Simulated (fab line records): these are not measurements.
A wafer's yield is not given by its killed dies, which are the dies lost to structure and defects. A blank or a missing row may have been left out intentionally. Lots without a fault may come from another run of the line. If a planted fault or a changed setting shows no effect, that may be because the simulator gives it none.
Lot-split experiment | flow rit_cmos | on a route of 202 steps: 5 lots, 23 wafers read

ABOUT THE SPLIT
At RIT_PLDD_IMPLANT_08, the setting energy_kev was moved away from the recipe's 20 on 8 of the 23 wafers read, by -2.5% to +1.8%. All remaining wafers had this setting at the recipe value.

Reading taken at the split's own step.

THE READING
In nm, at RIT_PLDD_IMPLANT_08: implant.drp_nm, which is the simulator's own figure and was read by no gauge. There is no usual value for it anywhere in the file.

wafer  | tool, chamber at the split | energy_kev as run | against the recipe | implant.drp_nm, nm | against lot-mates on the recipe
L074.1 | implanter-01, 0            | 20.35             | +1.8%              | 9.871              | +0.119
L074.3 | implanter-01, 0            | 20.35             | +1.8%              | 9.871              | +0.119
L074.4 | implanter-01, 0            | 20.35             | +1.8%              | 9.871              | +0.119
L074.2 | implanter-01, 0            | 20                | recipe             | 9.752              | -
L074.5 | implanter-01, 0            | 20                | recipe             | 9.752              | -
L075.1 | implanter-01, 0            | 20                | recipe             | 9.752              | -
L075.2 | implanter-01, 0            | 20                | recipe             | 9.752              | -
L075.3 | implanter-01, 0            | 20                | recipe             | 9.752              | -
L075.4 | implanter-01, 0            | 20                | recipe             | 9.752              | -
L075.6 | implanter-01, 0            | 20                | recipe             | 9.752              | -
L078.1 | implanter-01, 0            | 20                | recipe             | 9.752              | -
L078.2 | implanter-01, 0            | 20                | recipe             | 9.752              | -
L078.5 | implanter-01, 0            | 20                | recipe             | 9.752              | -
L078.4 | implanter-01, 0            | 19.67             | -1.6%              | 9.638              | -0.114
L078.6 | implanter-01, 0            | 19.67             | -1.6%              | 9.638              | -0.114
L080.1 | implanter-02, 0            | 20                | recipe             | 9.752              | -
L080.2 | implanter-02, 0            | 20                | recipe             | 9.752              | -
L080.3 | implanter-02, 0            | 19.5              | -2.5%              | 9.58               | -0.172
L080.5 | implanter-02, 0            | 19.5              | -2.5%              | 9.58               | -0.172
L080.6 | implanter-02, 0            | 19.5              | -2.5%              | 9.58               | -0.172
L083.3 | implanter-01, 0            | 20                | recipe             | 9.752              | -
L083.4 | implanter-01, 0            | 20                | recipe             | 9.752              | -
L083.6 | implanter-01, 0            | 20                | recipe             | 9.752              | -

THE FIT
A straight line over all 23 wafers: implant.drp_nm changes by +0.0686 nm for each +1% of energy_kev; r = +1.00; the points scatter about the line by 0.00042 nm.
The same after taking each lot's own level away (the mean of its wafers on the recipe; 23 wafers): +0.0686 nm for each +1%; r = +1.00; scatter 0.00042 nm.
On that fit, the largest move of energy_kev shifts the reading by 0.17 nm.
The lots' own levels span 9.7520 to 9.7520 nm.
Hence the lot-to-lot level has little effect on the slope; both slopes agree.
Check: with one of the wafers moved furthest among these (-2.5%) left out of the fit, the line predicts -0.172 nm for it against its lot-mates. Against them it came out at -0.172 nm.

THESE WAFERS: OTHER SPLITS
Other splits were also applied to these wafers ahead of the reading. Each is held against what the fit with the lots' levels taken away leaves over:
other split on the same wafers   | wafers away from the commonest value | r with implant.drp_nm (lot level and that fit taken away)
RIT_ACTIVE_CVD_03 nh3_flow_sccm  | 15                                   | -0.24
RIT_ACTIVE_CLEAN_16 time_s       | 18                                   | -0.39
RIT_FOX2_OXIDATION_00 ox_time_s  | 15                                   | +0.23
RIT_NWELL_IMPLANT_08 dose_cm2    | 8                                    | +0.16
RIT_PWELL_STRIP_09 o2_flow_sccm  | 5                                    | +0.02
RIT_NRETRO_COAT_01 resist_thk_nm | 9                                    | +0.08
RIT_GATE_WET_ETCH_00 time_s      | 18                                   | -0.41
RIT_GATE_CVD_08 sih4_flow_sccm   | 15                                   | +0.24
RIT_GATE_DEVELOP_15 dev_temp_c   | 6                                    | -0.24
RIT_GATE_ETCH_19 time_s          | 2                                    | +0.21
RIT_NLDD_IMPLANT_08 energy_kev   | 6                                    | +0.46

THE FILE'S OWN FIT
implant.drp_nm changes by +0.0686 nm for each +1% of energy_kev, r = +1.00.
